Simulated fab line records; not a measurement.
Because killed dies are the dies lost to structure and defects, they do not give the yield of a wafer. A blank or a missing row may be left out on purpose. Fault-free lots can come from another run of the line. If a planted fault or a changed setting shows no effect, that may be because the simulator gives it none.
The tool behind it: which one? / flow berkeleyCmos170 / Sampling: 13 lots, 39 wafers, 2 of 331 route steps

## WHAT EACH GAUGE READ, for each wafer
UCB170_M2_OVL_MEAS_16. Usual: M2_OVL typically reads -4 nm, with standard deviation 5.5.
lot=L103; measured=day 9 11:47; on=overlay-01; M2_OVL (nm)=-8 1 -7; flag=
lot=L102; measured=day 9 13:22; on=overlay-02; M2_OVL (nm)=-5 -2 0; flag=
lot=L104; measured=day 9 14:46; on=overlay-01; M2_OVL (nm)=-14 -2 -9; flag=
lot=L105; measured=day 10 07:29; on=overlay-02; M2_OVL (nm)=-3 -9 -9; flag=
lot=L109; measured=day 11 04:52; on=overlay-02; M2_OVL (nm)=-12 -4 0; flag=
lot=L110; measured=day 11 05:27; on=overlay-01; M2_OVL (nm)=122 120 123; flag=OFF
lot=L108; measured=day 11 07:11; on=overlay-01; M2_OVL (nm)=110 110 115; flag=OFF
lot=L116; measured=day 12 04:08; on=overlay-01; M2_OVL (nm)=5 -1 1; flag=
lot=L115; measured=day 12 04:25; on=overlay-02; M2_OVL (nm)=118 117 113; flag=OFF
lot=L113; measured=day 12 04:32; on=overlay-02; M2_OVL (nm)=-6 -2 3; flag=
lot=L119; measured=day 12 23:01; on=overlay-02; M2_OVL (nm)=8 3 5; flag=
lot=L121; measured=day 13 07:17; on=overlay-02; M2_OVL (nm)=8 2 8; flag=
lot=L122; measured=day 13 07:46; on=overlay-02; M2_OVL (nm)=-8 -6 -2; flag=

## TOOL THAT RAN EACH LOT (tool first, then ch and the chambers of the sampled wafers, then the start)
lot=L103; UCB170_M2_EXPOSE_12=krfScanner-01 ch 0, day 9 11:17
lot=L102; UCB170_M2_EXPOSE_12=krfScanner-02 ch 0, day 9 12:32
lot=L104; UCB170_M2_EXPOSE_12=krfScanner-02 ch 0, day 9 14:07
lot=L105; UCB170_M2_EXPOSE_12=krfScanner-01 ch 0, day 10 06:47
lot=L109; UCB170_M2_EXPOSE_12=krfScanner-02 ch 0, day 11 03:57
lot=L110; UCB170_M2_EXPOSE_12=krfScanner-01 ch 0, day 11 04:09
lot=L108; UCB170_M2_EXPOSE_12=krfScanner-01 ch 0, day 11 06:32
lot=L116; UCB170_M2_EXPOSE_12=krfScanner-02 ch 0, day 12 02:53
lot=L115; UCB170_M2_EXPOSE_12=krfScanner-01 ch 0, day 12 03:08
lot=L113; UCB170_M2_EXPOSE_12=krfScanner-02 ch 0, day 12 03:26
lot=L119; UCB170_M2_EXPOSE_12=krfScanner-02 ch 0, day 12 22:30
lot=L121; UCB170_M2_EXPOSE_12=krfScanner-02 ch 0, day 13 06:46
lot=L122; UCB170_M2_EXPOSE_12=krfScanner-02 ch 0, day 13 07:15
- UCB170_M2_EXPOSE_12: exposes mask METAL2, target cd 700 nm.

## WHAT THE TOOLS THEMSELVES READ (means of the sampled wafers that have a number; where no wafer has one, the mark that the record gives instead)
UCB170_M2_EXPOSE_12. Usual: stageVelMmS 499.93 mm/s, standard deviation 0.26.
lot=L103; tool=krfScanner-01; stageVelMmS (mm/s)=499.79; flag=
lot=L102; tool=krfScanner-02; stageVelMmS (mm/s)=500.27; flag=
lot=L104; tool=krfScanner-02; stageVelMmS (mm/s)=500.04; flag=
lot=L105; tool=krfScanner-01; stageVelMmS (mm/s)=500.08; flag=
lot=L109; tool=krfScanner-02; stageVelMmS (mm/s)=500.09; flag=
lot=L110; tool=krfScanner-01; stageVelMmS (mm/s)=499.75; flag=
lot=L108; tool=krfScanner-01; stageVelMmS (mm/s)=499.73; flag=
lot=L116; tool=krfScanner-02; stageVelMmS (mm/s)=499.66; flag=
lot=L115; tool=krfScanner-01; stageVelMmS (mm/s)=499.83; flag=
lot=L113; tool=krfScanner-02; stageVelMmS (mm/s)=499.75; flag=
lot=L119; tool=krfScanner-02; stageVelMmS (mm/s)=499.81; flag=
lot=L121; tool=krfScanner-02; stageVelMmS (mm/s)=500.23; flag=
lot=L122; tool=krfScanner-02; stageVelMmS (mm/s)=499.83; flag=

## THE ANSWER, worked out from the rows above alone
Rule: a lot counts as off when the mean over its wafers that have a number is more than 3 standard deviations away from the usual mean. Also off: a lot with no number at a reading for which 4 or more lots have one. The other lots that the step has rows for count as sound. After the gauges, taken in route order, come the tools' own readings; for these a lot's mean is taken, as printed above. The first step at which some lot is off is used, and at that step the reading that is off furthest; a lot without a number counts as furthest.
Off: at UCB170_M2_OVL_MEAS_16 (M2_OVL), L110, L108, L115.
A tool fits if, at a process step before that reading, it ran every lot that is off, and no sound lot after the first of them. The gauges at UCB170_M2_OVL_MEAS_16 are tried like those tools. One fits: UCB170_M2_EXPOSE_12 on krfScanner-01. A fault onset in the window from L105 (day 10 06:47, its last sound lot) to L110 (day 11 04:09, its first lot off) fits.

## WHAT THE SIMULATOR HAD INSERTED
Scanner matching overlay: krfScanner-01, from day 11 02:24 on, at UCB170_M2_EXPOSE_12. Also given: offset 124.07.
Struck lots among those shown: L110, L108, L115. Same finding as the rule above.
